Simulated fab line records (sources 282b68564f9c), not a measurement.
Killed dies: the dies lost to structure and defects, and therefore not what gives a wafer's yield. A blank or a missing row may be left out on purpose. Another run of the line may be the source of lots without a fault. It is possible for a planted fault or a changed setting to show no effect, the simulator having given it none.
fab line records -- flow ritCmos
[record] lots = 6, wafers = 18, lastDay = 7
route steps=202 shown M1@184
lots with no fault: from the same line, run without faults
startH: hours from the record's first day to the start of the lot's first wafer shown -- waitH: how many hours have passed since the lot's step before this one -- " the same as in the row above -- L1.1+2: a row that stands for several wafers -- - either no value or no given start -- * or withheld: withheld -- < > ~ a bound
route shown NAME@n: NAME is a module with steps in the file, n the number in the route of the first one -- usual: the fault-free wafers' mean and standard deviation -- same: alike in all rows -- chamber/n: place in a boat -- sites: per-site readings -- _std_site: standard deviation of those values -- _edge_site: mean of outer sites minus mean of inner sites -- radiusMm: how far each site lies from the wafer's centre -- mask NAME#n: copy n -- behind: the last tool/chamber to shape the wafer -- hold: what put the lot on hold/how long, in hours/how the hold closed -- device: transistor that didn't switch, given as n, p or np -- end of line: tests run on the same wafers once the route is complete -- a step with no rows: only its recipe -- killed: dies that structure and defects cost at the first sort, which is not the same as the wafer's yield -- map: per-die view of a wafer (x killed, . not killed, _ where there is no die)
set.NAME: the setting that was run; set.NAME@STEP: the one run at that earlier step -- model.NAME: the simulator's own value behind a step, which no gauge read
lots seen at some steps along the route; tables by step, rows by wafer
services: a tool's chamber out of use, with start hour (startH, from the record's first day; less than 0 if before it), hours out, and reason
[[steps]]
[step RIT_M1_SPUTTER_00]
[recipe] material = Al, targetThkNm = 400, powerW = 2000, chamberPressurePa = 0.4, gas = Ar, timeS = 500, substrateTempC = 25
[usual] throttleValvePct = 30.0/0.82
lot.wafer,tool,chamber,startH,waitH,throttleValvePct
L316.4,pvdSputter-02,-,82.56,0.0,30.3
L316.5,pvdSputter-02,-,82.56,0.0,29.3
L316.6,pvdSputter-02,-,82.56,0.0,30.3
L318.1,pvdSputter-03,-,92.39,0.0,30.4
L318.2,pvdSputter-03,-,92.39,0.0,30.7
L318.6,pvdSputter-03,-,92.39,0.0,30.7
L322.2,pvdSputter-03,-,105.15,0.0,30.5
L322.3,pvdSputter-03,-,105.15,0.0,30.6
L322.6,pvdSputter-03,-,105.15,0.0,30.0
L325.1,pvdSputter-03,-,117.23,0.0,30.0
L325.3,pvdSputter-03,-,117.23,0.0,30.1
L325.5,pvdSputter-03,-,117.23,0.0,30.2
L331.1,pvdSputter-02,-,144.64,0.0,30.5
L331.2,pvdSputter-02,-,144.64,0.0,30.2
L331.5,pvdSputter-02,-,144.64,0.0,29.0
L333.3,pvdSputter-02,-,156.32,0.0,30.5
L333.4,pvdSputter-02,-,156.32,0.0,30.0
L333.6,pvdSputter-02,-,156.32,0.0,30.0
[step RIT_M1_RS_MEAS_01]
[recipe] thkMeasGauge = four-point-probe, reads = Al_of_M1_SPUTTER_00
[usual] M1_AL_RS = 0.0736/0.00073
lot.wafer,tool,chamber,startH,waitH,M1_AL_RS[ohm/sq]
L316.4,filmMetro-04,-,82.92,0.2,0.0733
L316.5,filmMetro-04,-,82.92,0.2,0.0735
L316.6,filmMetro-04,-,82.92,0.2,0.0730
L318.1,filmMetro-04,-,92.68,0.1,0.0735
L318.2,filmMetro-04,-,92.68,0.1,0.0735
L318.6,filmMetro-04,-,92.68,0.1,0.0731
L322.2,filmMetro-03,-,105.47,0.2,0.0728
L322.3,filmMetro-03,-,105.47,0.2,0.0740
L322.6,filmMetro-03,-,105.47,0.2,0.0739
L325.1,filmMetro-03,-,117.52,0.1,0.0741
L325.3,filmMetro-03,-,117.52,0.1,0.0732
L325.5,filmMetro-03,-,117.52,0.1,0.0732
L331.1,filmMetro-01,-,144.94,0.1,0.0740
L331.2,filmMetro-01,-,144.94,0.1,0.0734
L331.5,filmMetro-01,-,144.94,0.1,0.0743
L333.3,filmMetro-03,-,156.65,0.2,0.0735
L333.4,filmMetro-03,-,156.65,0.2,0.0720
L333.6,filmMetro-03,-,156.65,0.2,0.0722
[step RIT_M1_THK_MEAS_02]
[recipe] thkMeasGauge = xrf, reads = Al_of_M1_SPUTTER_00
[usual] M1_AL_THK = 401/4.3
lot.wafer,tool,chamber,startH,waitH,M1_AL_THK[nm]
L316.4,filmMetro-04,-,83.01,0.1,403
L316.5,filmMetro-04,-,83.01,0.1,400
L316.6,filmMetro-04,-,83.01,0.1,403
L318.1,filmMetro-04,-,92.80,0.1,402
L318.2,filmMetro-04,-,92.80,0.1,399
L318.6,filmMetro-04,-,92.80,0.1,403
L322.2,filmMetro-03,-,105.58,0.1,408
L322.3,filmMetro-03,-,105.58,0.1,402
L322.6,filmMetro-03,-,105.58,0.1,401
L325.1,filmMetro-03,-,117.64,0.1,402
L325.3,filmMetro-03,-,117.64,0.1,405
L325.5,filmMetro-03,-,117.64,0.1,404
L331.1,filmMetro-01,-,145.06,0.1,397
L331.2,filmMetro-01,-,145.06,0.1,399
L331.5,filmMetro-01,-,145.06,0.1,393
L333.3,filmMetro-03,-,156.75,0.1,407
L333.4,filmMetro-03,-,156.75,0.1,413
L333.6,filmMetro-03,-,156.75,0.1,412
[step RIT_M1_HMDS_03]
[recipe] primeTimeS = 60, primeTempC = 140
[step RIT_M1_COAT_04]
[recipe] resist = NOVOLAK, spinRpm = 2000, resistThkNm = 1300
[step RIT_M1_SOFTBAKE_05]
[recipe] resist = NOVOLAK, tempC = 90, timeS = 60
[step RIT_M1_EXPOSE_06]
[recipe] maskId = M12, na = 0.6, sourceShape = conventional, sigmaOuter = 0.5, targetCdNm = 2600, doseMj = 250
[step RIT_M1_PEB_07]
[recipe] resist = NOVOLAK, tempC = withheld, timeS = withheld
[step RIT_M1_DEVELOP_08]
[recipe] resist = NOVOLAK, developTimeS = 68, devTempC = 23
[step RIT_M1_CD_MEAS_09]
[recipe] targetCdNm = 2600
[usual] cdNm = 2599.4/1.9
lot.wafer,tool,chamber,startH,waitH,cdNm
L316.4,cdSem-01,-,83.98,-,2600.0
L316.5,cdSem-01,-,83.98,-,2600.1
L316.6,cdSem-01,-,83.98,-,2598.8
L318.1,cdSem-02,-,94.08,-,2601.1
L318.2,cdSem-02,-,94.08,-,2602.3
L318.6,cdSem-02,-,94.08,-,2601.1
L322.2,cdSem-02,-,106.65,-,2596.9
L322.3,cdSem-02,-,106.65,-,2597.5
L322.6,cdSem-02,-,106.65,-,2598.5
L325.1,cdSem-02,-,118.70,-,2597.4
L325.3,cdSem-02,-,118.70,-,2596.7
L325.5,cdSem-02,-,118.70,-,2598.1
L331.1,cdSem-01,-,146.00,-,2599.4
L331.2,cdSem-01,-,146.00,-,2603.3
L331.5,cdSem-01,-,146.00,-,2599.8
L333.3,cdSem-01,-,157.81,-,2599.0
L333.4,cdSem-01,-,157.81,-,2599.0
L333.6,cdSem-01,-,157.81,-,2597.8
[step RIT_M1_OVL_MEAS_10]
[usual] M1_OVL = -0.5/1.3
lot.wafer,tool,chamber,startH,waitH,M1_OVL[nm]
L316.4,overlay-02,-,84.06,0.1,-0.3
L316.5,overlay-02,-,84.06,0.1,-1.0
L316.6,overlay-02,-,84.06,0.1,-1.6
L318.1,overlay-02,-,94.20,0.1,-1.8
L318.2,overlay-02,-,94.20,0.1,-1.1
L318.6,overlay-02,-,94.20,0.1,-3.6
L322.2,overlay-02,-,106.76,0.1,0.1
L322.3,overlay-02,-,106.76,0.1,-0.2
L322.6,overlay-02,-,106.76,0.1,-0.9
L325.1,overlay-01,-,118.82,0.1,-3.0
L325.3,overlay-01,-,118.82,0.1,-1.6
L325.5,overlay-01,-,118.82,0.1,-0.5
L331.1,overlay-02,-,146.12,0.1,-4.0
L331.2,overlay-02,-,146.12,0.1,-1.3
L331.5,overlay-02,-,146.12,0.1,-2.8
L333.3,overlay-01,-,157.90,0.1,1.1
L333.4,overlay-01,-,157.90,0.1,-0.7
L333.6,overlay-01,-,157.90,0.1,-1.4
[step RIT_M1_HARDBAKE_11]
[recipe] resist = NOVOLAK, tempC = 140, timeS = 120
[step RIT_M1_METAL_ETCH_12]
[recipe] stopOn = SiO2, chemistry = Cl2/BCl3, target = Al, timeS = 165, overEtchFrac = 0.5, pressureMtorr = 100, targetDepthA = 6000, rfW = 250, Cl2_flow_sccm = 60, bcl3FlowSccm = 50
[usual] drypumpMotorCurrentA = 5.6/0.49, oesProductAu = 0.768/0.012, overEtchFrac = 0.5/0, rfFwdPowerW = 249.0/0.8, throttleValvePct = 8.22/0.12
lot.wafer,tool,chamber,startH,waitH,drypumpMotorCurrentA,oesProductAu,overEtchFrac,rfFwdPowerW,rfHoursCounterH,throttleValvePct,model.NOVOLAK_of_M1_COAT_04.thkNm,model.SiO2_of_CONTACT_CVD_00.thkNm,model.M1.featureDepthNm
L316.4,rieMetal-04,1,84.38,0.1,5.6,0.777,0.5,250.2,-,8.15,813,375,433.4
L316.5,rieMetal-04,1,84.38,0.1,5.6,0.779,0.5,249.3,-,8.16,812.7,368.1,430.9
L316.6,rieMetal-04,0,84.38,0.1,5.1,0.767,0.5,249.3,-,8.11,808.4,362.7,434.6
L318.1,rieMetal-01,1,94.62,0.2,6.1,0.766,0.5,248.2,4,8.33,812.7,358.9,431.9
L318.2,rieMetal-01,0,94.62,0.2,4.9,0.763,0.5,248.4,5,8.09,802.9,360.5,431.5
L318.6,rieMetal-01,0,94.62,0.2,4.9,0.760,0.5,247.6,-,8.10,807.9,368.3,433.4
L322.2,rieMetal-04,1,107.18,0.2,5.6,0.781,0.5,250.1,3,8.17,814,360.5,434.9
L322.3,rieMetal-04,0,107.18,0.2,5.2,0.651,1.0185,249.0,-,8.15,698,348.7,441.8
L322.6,rieMetal-04,1,107.18,0.2,5.6,0.775,0.5,250.2,-,8.14,809.8,367.1,429.1
L325.1,rieMetal-04,1,119.10,0.2,5.6,0.782,0.5,249.9,3,8.17,820.4,359.4,428.3
L325.3,rieMetal-04,0,119.10,0.2,5.1,0.655,1.0185,249.8,-,8.14,703.7,351.3,445.6
L325.5,rieMetal-04,1,119.10,0.2,5.6,0.781,0.5,248.2,-,8.15,816.5,362.1,433.3
L331.1,rieMetal-01,1,146.40,0.2,6.1,0.748,0.5,249.7,5,8.34,816.5,356,426.9
L331.2,rieMetal-01,0,146.40,0.2,4.9,0.752,0.5,249.6,6,8.09,812.9,364.8,430.8
L331.5,rieMetal-01,0,146.40,0.2,4.9,0.749,0.5,249.2,-,8.08,814.1,368.1,427
L333.3,rieMetal-02,0,158.23,0.2,5.7,0.769,0.5,250.1,-,8.23,808.9,364.6,431.5
L333.4,rieMetal-02,1,158.23,0.2,6.4,0.819,0.5,249.6,-,8.46,808.8,363.1,439.2
L333.6,rieMetal-02,1,158.23,0.2,6.4,0.809,0.5,248.6,-,8.45,805.7,362.2,438.3
[step RIT_M1_STRIP_13]
[recipe] chemistry = nmp, resist = NOVOLAK, tempC = 80, timeS = 600, dry = n2Spin
[step RIT_M1_STRIP_14]
[recipe] chemistry = O2, timeS = 180, platenTempC = withheld, powerW = 500, pressureMtorr = 4000, o2FlowSccm = 4000
[usual] drypumpMotorCurrentA = 6.0/0.37
lot.wafer,tool,chamber,startH,waitH,drypumpMotorCurrentA,rfHoursCounterH
L316.4,plasmaAsher-03,1,84.72,0.1,6.0,-
L316.5,plasmaAsher-03,0,84.72,0.1,5.7,-
L316.6,plasmaAsher-03,1,84.72,0.1,6.0,-
L318.1,plasmaAsher-04,1,95.13,0.0,6.6,45
L318.2,plasmaAsher-04,0,95.13,0.0,5.7,45
L318.6,plasmaAsher-04,0,95.13,0.0,5.7,-
L322.2,plasmaAsher-02,0,107.52,0.0,6.3,34
L322.3,plasmaAsher-02,1,107.52,0.0,5.7,-
L322.6,plasmaAsher-02,1,107.52,0.0,5.7,-
L325.1,plasmaAsher-04,1,119.46,0.0,6.6,48
L325.3,plasmaAsher-04,1,119.46,0.0,6.6,-
L325.5,plasmaAsher-04,1,119.46,0.0,6.7,-
L331.1,plasmaAsher-02,0,146.74,0.0,6.3,39
L331.2,plasmaAsher-02,1,146.74,0.0,5.7,39
L331.5,plasmaAsher-02,1,146.74,0.0,5.7,-
L333.3,plasmaAsher-02,0,158.60,0.1,6.4,-
L333.4,plasmaAsher-02,1,158.60,0.1,5.6,-
L333.6,plasmaAsher-02,1,158.60,0.1,5.7,-
[step RIT_M1_CD_MEAS_90]
[recipe] targetCdNm = 2600
[usual] cdNm = 2599.6/2.2
lot.wafer,tool,chamber,startH,waitH,hold,cdNm
L316.4,cdSem-01,-,84.90,0.1,-,2600.8
L316.5,cdSem-01,-,84.90,0.1,-,2600.2
L316.6,cdSem-01,-,84.90,0.1,-,2598.1
L318.1,cdSem-02,-,95.30,0.1,-,2602.0
L318.2,cdSem-02,-,95.30,0.1,-,2601.9
L318.6,cdSem-02,-,95.30,0.1,-,2600.5
L322.2,cdSem-02,-,107.72,0.1,awaitDispo/0.2h/release,2595.3
L322.3,cdSem-02,-,107.72,0.1,awaitDispo/0.2h/release,2588.3
L322.6,cdSem-02,-,107.72,0.1,awaitDispo/0.2h/release,2597.2
L322.2,cdSem-02,-,108.00,0.3,-,2595.3
L322.3,cdSem-02,-,108.00,0.3,-,2588.5
L322.6,cdSem-02,-,108.00,0.3,-,2597.6
L325.1,cdSem-01,-,119.63,0.1,awaitDispo/0.2h/release,2598.6
L325.3,cdSem-01,-,119.63,0.1,awaitDispo/0.2h/release,2589.8
L325.5,cdSem-01,-,119.63,0.1,awaitDispo/0.2h/release,2599.5
L325.1,cdSem-01,-,119.92,0.3,-,2598.0
L325.3,cdSem-01,-,119.92,0.3,-,2590.0
L325.5,cdSem-01,-,119.92,0.3,-,2600.0
L331.1,cdSem-02,-,146.92,0.1,-,2598.3
L331.2,cdSem-02,-,146.92,0.1,-,2603.4
L331.5,cdSem-02,-,146.92,0.1,-,2598.7
L333.3,cdSem-02,-,158.76,0.1,-,2597.5
L333.4,cdSem-02,-,158.76,0.1,-,2598.0
L333.6,cdSem-02,-,158.76,0.1,-,2597.2
[step RIT_M1_PROBE_99]
[usual] defectLimitedYield = 97.3/1.2, killedAtContacts = 0.1/0.38, killedAtFrontEnd = 7/3.2, killedDies = 7/3.2, killedOpen = 3.6/2.1, killedShort = 3.5/2, sort_bin_3_pad_short = 0.1/0.19, sort_bin_5_function = 1.6/0.87, sort_bin_6_memory = 1.0/0.65, sortNPass = 257/3.2, sortYieldPct = 97.3/1.2
[same] grossDies = 264, killed_at_M0_to_M3 = 0, killed_at_M4_up = 0, killedAtBackSide = 0, killedAtOther = 0
lot.wafer,tool,chamber,startH,waitH,defectLimitedYield[%],killedAtContacts,killedAtFrontEnd,killedDies,killedOpen,killedShort,sort_bin_3_pad_short[%],sort_bin_5_function[%],sort_bin_6_memory[%],sortNPass,sortYieldPct[%]
L316.4,prober-02,-,86.73,0.2,98.9,1,2,3,1,2,0,0,1.1,261,98.9
L316.5,prober-02,-,86.78,0.2,98.1,0,5,5,3,2,0,1.1,0.8,259,98.1
L316.6,prober-02,-,86.83,0.2,98.5,0,4,4,3,1,0,1.5,0,260,98.5
L318.1,prober-02,-,97.04,0.1,95.8,0,11,11,8,3,0,3.0,1.1,253,95.8
L318.2,prober-02,-,97.09,0.1,95.1,0,13,13,5,8,0.4,2.7,1.9,251,95.1
L318.6,prober-02,-,97.29,0.2,96.2,0,10,10,5,5,0.4,2.3,1.1,254,96.2
L322.2,prober-02,-,113.55,0.1,97.3,0,7,7,4,3,0,1.9,0.8,257,97.3
L322.3,prober-02,-,113.60,0.2,98.9,0,3,3,2,1,0,0.4,0.8,261,98.9
L322.6,prober-02,-,113.75,0.2,96.2,1,9,10,3,7,0.4,1.9,1.5,254,96.2
L325.1,prober-01,-,127.21,0.1,97.0,0,8,8,4,4,0,1.5,1.5,256,97.0
L325.3,prober-01,-,127.31,0.2,97.0,0,8,8,2,6,0,2.3,0.8,256,97.0
L325.5,prober-01,-,127.41,0.2,97.7,0,6,6,3,3,0,1.5,0.8,258,97.7
L331.1,prober-01,-,149.27,0.1,95.5,0,12,12,4,8,0,2.7,1.9,252,95.5
L331.2,prober-01,-,149.32,0.1,96.6,0,9,9,4,5,0,2.3,1.1,255,96.6
L331.5,prober-01,-,149.47,0.2,98.9,0,3,3,3,0,0,0.8,0.4,261,98.9
L333.3,prober-01,-,161.54,0.2,95.8,0,11,11,5,6,0,2.3,1.9,253,95.8
L333.4,prober-01,-,161.59,0.2,98.1,0,5,5,4,1,0,0.8,1.1,259,98.1
L333.6,prober-01,-,161.69,0.2,96.6,0,9,9,3,6,0,0.4,3.0,255,96.6
// killed by level:class
L316.4 GATE:geometricParticle:open=1 GATE:geometricParticle:short=1 CONTACT:geometricParticle:short=1
L316.5 GATE:geometricParticle:open=2 GATE:geometricParticle:short=1 REOX:geometricParticle:short=1 SILICIDE:geometricParticle:open=1
L316.6 GATE:geometricParticle:open=2 REOX:geometricParticle:open=1 SPACER:geometricParticle:short=1
L318.1 GATE:geometricParticle:open=6 GATE:geometricParticle:short=2 FOX1:geometricParticle:open=1 SILICIDE:geometricParticle:open=1 SILICIDE:geometricParticle:short=1
L318.2 FOX1:geometricParticle:open=3 GATE:geometricParticle:short=3 REOX:geometricParticle:short=2 FOX1:geometricParticle:short=1 FOX2:geometricParticle:short=1 GATE:geometricParticle:open=1 SILICIDE:geometricParticle:open=1 SILICIDE:geometricParticle:short=1
L318.6 GATE:geometricParticle:short=3 GATE:geometricParticle:open=2 SILICIDE:geometricParticle:open=2 FOX2:geometricParticle:short=1 FOX2:geometricParticle:open=1 REOX:geometricParticle:short=1
L322.2 GATE:geometricParticle:short=2 GATE:geometricParticle:open=2 FOX1:geometricParticle:short=1 FOX1:geometricParticle:open=1 SPACER:geometricParticle:open=1
L322.3 GATE:geometricParticle:open=1 REOX:geometricParticle:short=1 SPACER:geometricParticle:open=1
L322.6 GATE:geometricParticle:short=2 SPACER:geometricParticle:short=2 FOX1:geometricParticle:short=1 GATE:geometricParticle:open=1 REOX:geometricParticle:open=1 SPACER:geometricParticle:open=1 SILICIDE:geometricParticle:short=1 CONTACT:geometricParticle:short=1
L325.1 GATE:geometricParticle:open=3 SPACER:geometricParticle:short=3 GATE:geometricParticle:short=1 SPACER:geometricParticle:open=1
L325.3 GATE:geometricParticle:open=2 SPACER:geometricParticle:short=2 SILICIDE:geometricParticle:short=2 FOX1:geometricParticle:short=1 FOX2:geometricParticle:short=1
L325.5 GATE:geometricParticle:short=2 GATE:geometricParticle:open=2 FOX1:geometricParticle:open=1 FOX2:geometricParticle:short=1
L331.1 GATE:geometricParticle:short=4 FOX1:geometricParticle:short=2 GATE:geometricParticle:open=2 FOX2:geometricParticle:open=1 REOX:geometricParticle:short=1 SPACER:geometricParticle:short=1 SILICIDE:geometricParticle:open=1
L331.2 FOX1:geometricParticle:short=2 GATE:geometricParticle:short=2 GATE:geometricParticle:open=2 REOX:geometricParticle:open=1 SPACER:geometricParticle:open=1 SILICIDE:geometricParticle:short=1
L331.5 GATE:geometricParticle:open=1 REOX:geometricParticle:open=1 SPACER:geometricParticle:open=1
L333.3 GATE:geometricParticle:short=4 GATE:geometricParticle:open=3 FOX1:geometricParticle:open=1 REOX:geometricParticle:short=1 SILICIDE:geometricParticle:short=1 SILICIDE:geometricParticle:open=1
L333.4 SPACER:geometricParticle:open=2 GATE:geometricParticle:open=1 SPACER:geometricParticle:short=1 SILICIDE:geometricParticle:open=1
L333.6 SPACER:geometricParticle:short=3 SILICIDE:geometricParticle:open=2 FOX1:geometricParticle:short=1 GATE:geometricParticle:open=1 GATE:geometricParticle:short=1 REOX:geometricParticle:short=1
[[services]]
tool,chamber,startH,hours,kind
rieMetal-02,1,61.91,12.4,repair
rieMetal-01,1,68.76,2.6,repair
rieMetal-01,-,84.68,4.3,pm
rieMetal-01,-,91.54,2.8,pm
pvdSputter-02,-,91.72,6.4,repair
rieMetal-02,-,136.12,20.0,pm
rieMetal-02,0,136.12,20.0,ventCycle
rieMetal-02,1,136.12,20.0,ventCycle
plasmaAsher-03,-,145.20,0.4,repair
rieMetal-02,0,156.12,-,clean
rieMetal-02,1,156.12,-,clean
plasmaAsher-04,-,157.55,2.8,pm
[[key]]
[firstSign] step = RIT_M1_METAL_ETCH_12, reading = overEtchFrac, direction = up, sigmas = 99+, usual = 0.5, struck = 1.0185
[effect] step = RIT_M1_METAL_ETCH_12, reading = oesProductAu, direction = down, sigmas = 9.3, usual = 0.768, struck = 0.653
[effect] step = RIT_M1_CD_MEAS_90, reading = visit, direction = added
[modelEffect] step = RIT_M1_METAL_ETCH_12, value = NOVOLAK_of_M1_COAT_04.thkNm, without = 813.9, struck = 700.8
metAt RIT_M1_METAL_ETCH_12
struckWafers L322.3,L325.3
onsetBetween 84.38 107.18
[fault] kind = processParameterDrift, tool = rieMetal-04, chamber = 0, onsetH = 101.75, steps = RIT_M1_METAL_ETCH_12, channel = overEtchFrac, offset = 0.51853, shape = step, endH = 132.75, stated = 0.5
